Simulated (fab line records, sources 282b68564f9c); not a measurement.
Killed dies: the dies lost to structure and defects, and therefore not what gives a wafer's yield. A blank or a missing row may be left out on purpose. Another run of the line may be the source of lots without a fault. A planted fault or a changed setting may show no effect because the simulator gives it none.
Split-lot trial + flow rit-cmos + 5 lots, 23 wafers read, on a route of 202 steps

SPLIT DETAILS
At RIT_CONTACT_COAT_03 (resist thk 1000 nm), the setting resist-thk-nm was moved away from the recipe's 1000 nm on 8 of the 23 wafers read, by -5.3% to +5.7%. All remaining wafers had this setting at the recipe value.

FROM THE SPLIT TO THE READING: what the file shows between them, 3 steps
- RIT_CONTACT_SOFTBAKE_04: time 60 s
- RIT_CONTACT_EXPOSE_05: exposes mask M11, target cd 1000 nm
- RIT_CONTACT_HARDBAKE_10: time 60 s

THE READING
NOVOLAK_of_CONTACT_COAT_03.thk-nm (the simulator's own value, which no gauge read), in nm, at RIT_CONTACT_ETCH_11 (etches SiO2 in CHF3/CF4/Ar, stops on TiSi2, target depth 480 nm, time 320 s). No usual value for it is given in the file. Here, 15 wafers ran the recipe; their average is 769.3 nm with a standard deviation of 5 nm.

| wafer  | tool, chamber at the split | resist-thk-nm as run, nm | against the recipe | NOVOLAK_of_CONTACT_COAT_03.thk-nm, nm | against lot-mates on the recipe |
|--------|----------------------------|--------------------------|--------------------|---------------------------------------|---------------------------------|
| L074.1 | litho-track-04, 0          | 1000                     | recipe             | 765.4                                 | -                               |
| L074.2 | litho-track-04, 0          | 1000                     | recipe             | 763.6                                 | -                               |
| L074.3 | litho-track-04, 0          | 1000                     | recipe             | 761.1                                 | -                               |
| L074.5 | litho-track-04, 0          | 1000                     | recipe             | 765.4                                 | -                               |
| L074.6 | litho-track-04, 0          | 1000                     | recipe             | 759.9                                 | -                               |
| L076.2 | litho-track-02, 0          | 1000                     | recipe             | 770                                   | -                               |
| L076.5 | litho-track-02, 0          | 1000                     | recipe             | 771.6                                 | -                               |
| L076.6 | litho-track-02, 0          | 1000                     | recipe             | 774.2                                 | -                               |
| L080.1 | litho-track-02, 0          | 1000                     | recipe             | 770.4                                 | -                               |
| L080.2 | litho-track-02, 0          | 1057                     | +5.7%              | 825.2                                 | +54.6                           |
| L080.3 | litho-track-02, 0          | 1000                     | recipe             | 770.9                                 | -                               |
| L080.4 | litho-track-02, 0          | 1057                     | +5.7%              | 818.1                                 | +47.5                           |
| L080.5 | litho-track-02, 0          | 1057                     | +5.7%              | 827.9                                 | +57.2                           |
| L083.1 | litho-track-02, 0          | 1000                     | recipe             | 770.4                                 | -                               |
| L083.2 | litho-track-02, 0          | 1055                     | +5.5%              | 821                                   | +47.4                           |
| L083.3 | litho-track-02, 0          | 1055                     | +5.5%              | 819.6                                 | +46.0                           |
| L083.4 | litho-track-02, 0          | 1055                     | +5.5%              | 823.4                                 | +49.8                           |
| L083.5 | litho-track-02, 0          | 1000                     | recipe             | 776.8                                 | -                               |
| L085.1 | litho-track-02, 0          | 1000                     | recipe             | 770.5                                 | -                               |
| L085.2 | litho-track-02, 0          | 946.7                    | -5.3%              | 725.7                                 | -47.5                           |
| L085.3 | litho-track-02, 0          | 946.7                    | -5.3%              | 728.4                                 | -44.8                           |
| L085.4 | litho-track-02, 0          | 1000                     | recipe             | 773.6                                 | -                               |
| L085.6 | litho-track-02, 0          | 1000                     | recipe             | 775.5                                 | -                               |

FIT RESULTS
A straight line over all 23 wafers: NOVOLAK_of_CONTACT_COAT_03.thk-nm changes by +9.03 nm for each +1% of resist-thk-nm; r = +0.99; the points scatter about the line by 4.9 nm.
The same after taking each lot's own level away (the mean of its wafers on the recipe; 23 wafers): +8.9 nm for each +1%; r = +1.00; scatter 2.7 nm.
On that fit, the largest move of resist-thk-nm shifts the reading by 51 nm.
Measured against the standard deviation above, the lots' own levels, which go from 763.08 to 773.60 nm, span 2.1 times it.
The two slopes agree, so the slope changes little with the lot-to-lot level.
Check: +50.4 nm against its lot-mates is what the line predicts for one of the wafers moved furthest among these (+5.7%) when that wafer is left out of the fit. Against them it came out at +54.6 nm.

FURTHER SPLITS ON THESE WAFERS
Note: prior to the reading, these wafers also went through further splits. Each is held against what the fit with the lots' levels taken away leaves over:
| other split on the same wafers | wafers away from the commonest value | r with NOVOLAK_of_CONTACT_COAT_03.thk-nm (lot level and that fit taken away) |
|--------------------------------|--------------------------------------|------------------------------------------------------------------------------|
| RIT_NLDD_IMPLANT_08 energy-kev | 10                                   | +0.29                                                                        |
| RIT_PLDD_IMPLANT_08 dose-cm2   | 8                                    | -0.13                                                                        |
| RIT_PSD_IMPLANT_08 tilt-deg    | 7                                    | +0.30                                                                        |
| RIT_SILICIDE_SPUTTER_01 time-s | 11                                   | -0.06                                                                        |

THE WHOLE CHAIN: every reading that the file lists as answering this split, in the file's order
| step                    | what it does                                                                | reading                                                                            | change (the file's fit)              | r (the file's) |
|-------------------------|-----------------------------------------------------------------------------|------------------------------------------------------------------------------------|--------------------------------------|----------------|
| RIT_CONTACT_COAT_03     | resist thk 1000 nm                                                          | NOVOLAK_of_CONTACT_COAT_03.thk-nm (the simulator's own value, which no gauge read) | +9.99 nm for each +1% of the setting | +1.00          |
| RIT_CONTACT_HARDBAKE_10 | time 60 s                                                                   | NOVOLAK_of_CONTACT_COAT_03.thk-nm (the simulator's own value, which no gauge read) | +8.74 nm for each +1% of the setting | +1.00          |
| RIT_CONTACT_ETCH_11     | etches SiO2 in CHF3/CF4/Ar, stops on TiSi2, target depth 480 nm, time 320 s | NOVOLAK_of_CONTACT_COAT_03.thk-nm (the simulator's own value, which no gauge read) | +8.9 nm for each +1% of the setting  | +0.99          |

FILE'S OWN FIT
NOVOLAK_of_CONTACT_COAT_03.thk-nm changes by +8.9 nm for each +1% of resist-thk-nm, r = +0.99.
